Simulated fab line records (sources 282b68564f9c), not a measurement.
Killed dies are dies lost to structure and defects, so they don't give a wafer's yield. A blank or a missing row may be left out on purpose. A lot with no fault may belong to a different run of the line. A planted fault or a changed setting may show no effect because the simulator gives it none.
What tool caused it? / flow rit cmos / 7 lots, 21 wafers sampled, at 2 steps of a route of 202

## WHAT THE GAUGES SHOWED, per wafer
RIT_SDANNEAL_RS_MEAS_05: a four-point-probe measurement.
lot=L943; measured=day 4 04:58; on=film metro-02; NSD_RS (ohm/sq)=84.65 84.97 84.96
lot=L945; measured=day 4 10:07; on=film metro-04; NSD_RS (ohm/sq)=84.37 84.46 84.59
lot=L949; measured=day 4 21:25; on=film metro-03; NSD_RS (ohm/sq)=84.86 84.89 84.74
lot=L950; measured=day 5 02:40; on=film metro-04; NSD_RS (ohm/sq)=84.66 84.61 84.43
lot=L955; measured=day 6 01:17; on=film metro-04; NSD_RS (ohm/sq)=84.25 84.49 84.63
lot=L959; measured=day 6 22:53; on=film metro-04; NSD_RS (ohm/sq)=81.36 81.37 81.44
lot=L961; measured=day 7 08:08; on=film metro-03; NSD_RS (ohm/sq)=84.64 84.60 84.99

## WHICH TOOL RAN EACH LOT (tool, then ch and the chambers of the sampled wafers, then the start)
lot=L943; RIT_NSD_IMPLANT_08=implanter-03 ch 0, day 4 02:29
lot=L945; RIT_NSD_IMPLANT_08=implanter-02 ch 0, day 4 07:25
lot=L949; RIT_NSD_IMPLANT_08=implanter-04 ch 0, day 4 18:51
lot=L950; RIT_NSD_IMPLANT_08=implanter-03 ch 0, day 4 23:57
lot=L955; RIT_NSD_IMPLANT_08=implanter-02 ch 0, day 5 22:52
lot=L959; RIT_NSD_IMPLANT_08=implanter-02 ch 0, day 6 20:24
lot=L961; RIT_NSD_IMPLANT_08=implanter-03 ch 0, day 7 05:34
- RIT_NSD_IMPLANT_08

## THE ANSWER, worked out from the rows above alone
Rule: usual is defined by the lots themselves. The widest of any qualifying gaps counts: lots, ordered by their means at a reading, are off when they make up no more than a third of the lots, leave a main group of 4 or more, and stand apart from it by 3 or more times the standard deviation of that group's means. A main group is skipped when, at the precision printed for the reading in the tables above, its means are all equal. Also off: a lot with no number at a reading for which 4 or more lots have one. Where the step has rows for the other lots, those lots are counted as sound.
Off: L959, at RIT_SDANNEAL_RS_MEAS_05 (NSD_RS). The main group: mean 84.66 ohm/sq, standard deviation 0.16.
A tool fits if, at a process step before that reading, it ran every lot that is off, and no sound lot after the first of them. Gauges at RIT_SDANNEAL_RS_MEAS_05: tried the same way as those tools. 2 tools fit, implanter-02 at RIT_NSD_IMPLANT_08 and film metro-04 at RIT_SDANNEAL_RS_MEAS_05, so this cannot tell which one it is.

## WHAT WAS PUT IN BY THE SIMULATOR
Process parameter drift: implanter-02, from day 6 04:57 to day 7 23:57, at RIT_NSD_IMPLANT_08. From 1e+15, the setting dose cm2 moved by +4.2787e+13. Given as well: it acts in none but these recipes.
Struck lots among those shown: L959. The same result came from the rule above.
